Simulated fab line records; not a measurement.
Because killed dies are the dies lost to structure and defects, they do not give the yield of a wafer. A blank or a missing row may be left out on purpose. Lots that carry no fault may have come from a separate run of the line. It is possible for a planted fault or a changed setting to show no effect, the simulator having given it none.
Which tool is to blame? | flow berkeley cmos170 | Sampling: 7 lots, 21 wafers, 3 of 331 route steps

## WHAT THE GAUGES SHOWED, per wafer
UCB170_M3_RS_MEAS_02: uses a four-point probe to measure.
lot  | measured     | on            | M3_AL_RS (ohm/sq)
L327 | day 8 05:50  | film metro-03 | 0.03151 0.03164 0.0314
L326 | day 8 06:01  | film metro-01 | 0.03146 0.03176 0.03167
L332 | day 9 04:40  | film metro-01 | 0.03142 0.03136 0.03125
L331 | day 9 15:14  | film metro-01 | 0.03162 0.03177 0.03181
L336 | day 11 00:36 | film metro-01 | 0.03157 0.0315 0.03156
L337 | day 11 11:25 | film metro-03 | 0.03138 0.03135 0.03142
L344 | day 12 10:28 | film metro-04 | 0.01576 0.01586 0.01572

## WHICH TOOL RAN EACH LOT (tool, then ch and the chambers of the sampled wafers, then the start)
lot  | UCB170_V2_CMP_02              | UCB170_M3_SPUTTER_01
L327 | cmp-01 ch 0,1, day 8 02:52    | pvd sputter-02, day 8 05:46
L326 | cmp-01 ch 1,2,3, day 8 03:25  | pvd sputter-01, day 8 05:55
L332 | cmp-01 ch 0,2, day 9 02:14    | pvd sputter-01, day 9 04:35
L331 | cmp-01 ch 0,3, day 9 11:27    | pvd sputter-04, day 9 15:08
L336 | cmp-02 ch 0,1,3, day 10 21:53 | pvd sputter-02, day 11 00:31
L337 | cmp-02 ch 0,1,2, day 11 07:52 | pvd sputter-01, day 11 11:19
L344 | cmp-01 ch 1,2,3, day 12 06:43 | pvd sputter-04, day 12 10:08
- UCB170_V2_CMP_02: polishes SiO2.
- UCB170_M3_SPUTTER_01: material Al, target thk 900 nm, time 120 s.

## THE ANSWER, worked out from the rows above alone
Rule: the usual values come from the lots themselves. The widest of any qualifying gaps counts: lots, ordered by their means at a reading, are off when they make up no more than a third of the lots, leave a main group of 4 or more, and stand apart from it by 3 or more times the standard deviation of that group's means. If all means in a main group match to the digits the tables above print for the reading, that group is not used. A lot without any number at a reading at which 4 lots or more have one is off too. Where the step has rows for the other lots, those lots are counted as sound.
Off: L344, seen at UCB170_M3_RS_MEAS_02 (M3_AL_RS). Main group: mean 0.0315 ohm/sq, sd 0.00013.
A tool fits if, at a process step before that reading, it ran every lot that is off, and no sound lot after the first of them. Gauges at UCB170_M3_RS_MEAS_02: tried the same way as those tools. Can't be told from this: 3 tools fit, cmp-01 at UCB170_V2_CMP_02, pvd sputter-04 at UCB170_M3_SPUTTER_01, film metro-04 at UCB170_M3_RS_MEAS_02.

## WHAT HAD BEEN PUT IN BY THE SIMULATOR
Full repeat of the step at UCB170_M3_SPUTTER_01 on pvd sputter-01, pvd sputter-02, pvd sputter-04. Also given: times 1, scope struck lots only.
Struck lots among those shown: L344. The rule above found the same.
